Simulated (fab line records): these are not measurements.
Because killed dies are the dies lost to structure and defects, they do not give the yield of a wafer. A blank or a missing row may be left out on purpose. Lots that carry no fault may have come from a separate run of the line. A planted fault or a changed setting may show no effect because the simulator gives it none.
Code-filled problem report in 8D (eight disciplines) form    flow ritCmos    the parts of the form that need people (team, actions taken, sign-off) are left out

1. WHAT IS WRONG
Mean GATE_POLY_THK at RIT_GATE_THK_MEAS_09: 178.6 nm over 6 wafers in 2 lots; fault-free wafers: 248.0 nm, standard deviation 2.2. Relative to the usual mean, that is a shift of -32 standard deviations.
Earliest sighting: wafer L408.1 on filmMetro-04 at day 3 02:53. Wafers with a number at this step in the record: 42, from 14 lots. The rule behind "out" and "out of limits": a value lying over 4 standard deviations away from the usual mean. All remaining wafers that have a number are taken as sound.

2. WHAT IT IS, AND WHAT IT ISN'T
question                     is                          is not
which readings at this step  GATE_POLY_THK               -
which lots                   L408, L411                  L405, L406, L407, L409, L410, L412, L422, L423, L424, L425, L426, L427
which wafers of those lots   all that have a number      -
read on which gauges         filmMetro-03, filmMetro-04  filmMetro-02
when                         from day 3 02:53            up to then (9 sound wafers); but 27 sound wafers of L409, L410, L412, L422, L423, L424, L425, L426, L427 came after

3. SUSPECTS, AND WHAT RULES EACH OUT
Counting: a tool at any process step up to the reading remains a suspect when it ran all the lots that are out and ran no sound lot after the first of those.
- the gauge at RIT_GATE_THK_MEAS_09 is ruled out. 2 gauges (filmMetro-03, filmMetro-04) read the wafers that are out.
- lpcvd-01 at RIT_GATE_CVD_08 (deposits poly-Si from SiH4, target thk 250 nm, time 2220 s): ruled out as a lasting fault. Following L408 (day 3 01:17), the first lot on it that is out, the sound lots L423, L424, L426, L427 were run on it.
Left after counting: nothing in the record.

4. THE CAUSE (what the simulator had put in)
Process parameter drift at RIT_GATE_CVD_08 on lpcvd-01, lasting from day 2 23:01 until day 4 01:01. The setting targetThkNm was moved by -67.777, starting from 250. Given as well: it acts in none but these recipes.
It was ruled out by counting, in error; the rule expects a fault to strike all lots run on its tool from its start on, and this fault did not.

5. SEQUENCE OF EFFECTS, ordered by route
Each row: a reading whose mean over the struck wafers that have a number lies more than 3 standard deviations from the usual. Only readings for which the record gives a usual standard deviation are gone through. hours: the time from each lot's start at the first step in this table that gives one to its start at this step, as a median over the lots. sigmas: the change in usual standard deviations.
hours  step                  reading        usual       on struck wafers  change  sigmas
0      RIT_GATE_THK_MEAS_09  GATE_POLY_THK  248.0 nm    178.6             -69.4   -32
1      RIT_GATE_ETCH_19      oesProductAu   0.846 a.u.  0.678             -0.167  -10
Here are the process steps it includes:
- RIT_GATE_ETCH_19: etches poly-Si in SF6/CHF3/O2, stops on SiO2, time 165 s, target depth 312.5 nm.

6. WHAT WOULD HAVE CAUGHT IT SOONER
Counted from the fault's start at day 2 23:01, it took 4 hours until the first out-of-limits reading at a measuring or inspecting step in this record, taken at day 3 02:53.
